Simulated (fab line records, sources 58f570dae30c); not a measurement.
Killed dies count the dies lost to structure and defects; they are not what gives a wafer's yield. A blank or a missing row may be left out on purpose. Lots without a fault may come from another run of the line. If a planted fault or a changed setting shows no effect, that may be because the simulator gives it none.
What tool caused it? | flow berkeley cmos170 | 7 lots, 21 wafers sampled, at 3 steps of a route of 331

## WHAT EACH GAUGE READ, for each wafer
UCB170_NVT_TW_MEAS_09.
lot  | measured     | on            | NVT_TW
L500 | day 8 00:03  | film metro-04 | 533 533 533
L501 | day 8 07:10  | film metro-04 | 533 531 532
L505 | day 8 20:26  | film metro-04 | 532 529 531
L506 | day 9 12:41  | film metro-04 | 529 531 531
L512 | day 9 18:00  | film metro-01 | 519 519 518
L516 | day 10 22:10 | film metro-03 | 480 478 481
L515 | day 10 22:54 | film metro-01 | 484 484 486

## WHAT TOOL EACH LOT RAN ON (gives the tool, then ch and the chambers of the sampled wafers, and finally the start)
lot  | UCB170_PFIELD_STRIP_08              | UCB170_NVT_IMPLANT_07
L500 | plasma asher-01 ch 0,1, day 6 10:49 | implanter-02 ch 0, day 7 23:49
L501 | plasma asher-04 ch 0,1, day 6 21:33 | implanter-03 ch 0, day 8 06:58
L505 | plasma asher-04 ch 0,1, day 7 06:00 | implanter-02 ch 0, day 8 20:13
L506 | plasma asher-03 ch 0,1, day 8 02:07 | implanter-01 ch 0, day 9 12:26
L512 | plasma asher-03 ch 0, day 8 08:01   | implanter-01 ch 0, day 9 17:43
L516 | plasma asher-04 ch 0, day 9 14:29   | implanter-02 ch 0, day 10 21:55
L515 | plasma asher-01 ch 0,1, day 9 15:45 | implanter-02 ch 0, day 10 22:39
- UCB170_PFIELD_STRIP_08: strips in O2.
- UCB170_NVT_IMPLANT_07

## THE ANSWER, worked out from the rows above alone
Rule: the usual values come from the lots themselves. The widest of any qualifying gaps counts: lots, ordered by their means at a reading, are off when they make up no more than a third of the lots, leave a main group of 4 or more, and stand apart from it by 3 or more times the standard deviation of that group's means. Not used: any main group whose means are identical at the precision the tables above print for the reading. A lot without any number at a reading at which 4 lots or more have one is off too. All remaining lots with rows at the step are treated as sound.
Off: L516, L515, seen at UCB170_NVT_TW_MEAS_09 (NVT_TW). For the main group the mean is 529 and the standard deviation 5.2.
If a tool, at a process step before that reading, ran all the lots that are off and no sound lot after the first of them, it fits. The gauges at UCB170_NVT_TW_MEAS_09 are tried like those tools. One candidate fits, namely implanter-02 at UCB170_NVT_IMPLANT_07. Its last sound lot is L505 (day 8 20:13), its first lot that is off L516 (day 10 21:55): a fault that began between those two fits.

## WHAT THE SIMULATOR PUT IN
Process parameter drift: implanter-02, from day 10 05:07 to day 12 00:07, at UCB170_NVT_IMPLANT_07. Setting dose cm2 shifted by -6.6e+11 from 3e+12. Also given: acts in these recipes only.
Shown lots that were struck: L516, L515. The rule given above showed the same thing.
